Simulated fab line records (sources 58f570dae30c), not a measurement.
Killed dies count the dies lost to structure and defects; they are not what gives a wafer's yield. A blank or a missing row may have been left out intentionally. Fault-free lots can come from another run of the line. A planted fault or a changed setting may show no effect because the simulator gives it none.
2 desks, one fault :: flow berkeleyCmos170 :: numbers are kept per desk, each desk with only its own; the story behind them comes last

FROM THE METROLOGY DESK
Lot by lot, what the gauges showed, no matter which tool ran the lot: averages of those sampled wafers that carry a number. The brackets show how far a lot's mean lies from the usual mean; more than 4 standard deviations puts the lot out of limits, marked OUT.
Columns: A = cdNm at UCB170_ACTIVE_CD_MEAS_90, usual 1200.4 nm; B = FIELD_OXIDE_LEFT_1_THK at UCB170_FIELD_THK_MEAS_90, usual 449 nm
lot: L677
first seen here: day 4 18:47
A: 1200.3
B: 443

lot: L679
first seen here: day 5 07:30
A: 1200.6
B: 441

lot: L681
first seen here: day 5 19:10
A: 1200.9
B: 444

lot: L680
first seen here: day 5 19:42
A: 1200.6
B: 442

lot: L682
first seen here: day 6 05:05
A: 1200.5
B: 444

lot: L683
first seen here: day 6 13:11
A: 1198.4
B: 458

lot: L684
first seen here: day 6 13:15
A: 1197.8
B: 453

lot: L686
first seen here: day 6 21:14
A: 1199.5
B: 474

lot: L689
first seen here: day 7 05:53
A: 1199.3
B: 463

lot: L687
first seen here: day 7 06:23
A: 1201.1
B: 434

lot: L691
first seen here: day 7 19:35
A: 1199.6
B: 447

lot: L695
first seen here: day 8 11:32
A: 1201.8
B: 447

lot: L697
first seen here: day 8 21:52
A: 1199.6
B: 432

lot: L700
first seen here: day 9 16:55
A: 1201.1
B: 439
This desk's finding: nothing out of limits on any of the 14 lots.

TOOL OWNER'S DESK, rieDiel-03
The tool's own readings at UCB170_ACTIVE_ETCH_15 (etches Si3N4 in CH3F/Ar/O2, stops on SiO2, target depth 242 nm, time 151 s): means of the sampled wafers that have a number, for each lot that ran on this tool. The brackets show how far a lot's mean lies from the usual mean; more than 4 standard deviations puts the lot out of limits, marked OUT.
Columns: A = chamberPressureMTorr at UCB170_ACTIVE_ETCH_15, usual 50.00 mTorr; B = drypumpMotorCurrentA at UCB170_ACTIVE_ETCH_15, usual 5.7 A; C = oesProductAu at UCB170_ACTIVE_ETCH_15, usual 0.948 a.u.; D = throttleValvePct at UCB170_ACTIVE_ETCH_15, usual 8.09 %
lot: L679
first seen here: day 5 07:17
A: 49.96
B: 5.4
C: 0.956
D: 8.23

lot: L684
first seen here: day 6 13:01
A: 49.99
B: 5.6
C: 0.939
D: 8.07

lot: L686
first seen here: day 6 21:02
A: 50.01
B: 6.1
C: 0.946
D: 8.19

lot: L689
first seen here: day 7 05:38
A: 50.02
B: 6.1
C: 0.942
D: 8.12

lot: L687
first seen here: day 7 06:11
A: 50.02
B: 5.8
C: 0.947
D: 8.13
This desk's finding: nothing out of limits on any of the 5 lots.

TAKEN TOGETHER
Metrology desk: nothing out of limits seen.
Nothing out of limits was seen by the tool owner's desk.

WHAT WAS PUT IN BY THE SIMULATOR
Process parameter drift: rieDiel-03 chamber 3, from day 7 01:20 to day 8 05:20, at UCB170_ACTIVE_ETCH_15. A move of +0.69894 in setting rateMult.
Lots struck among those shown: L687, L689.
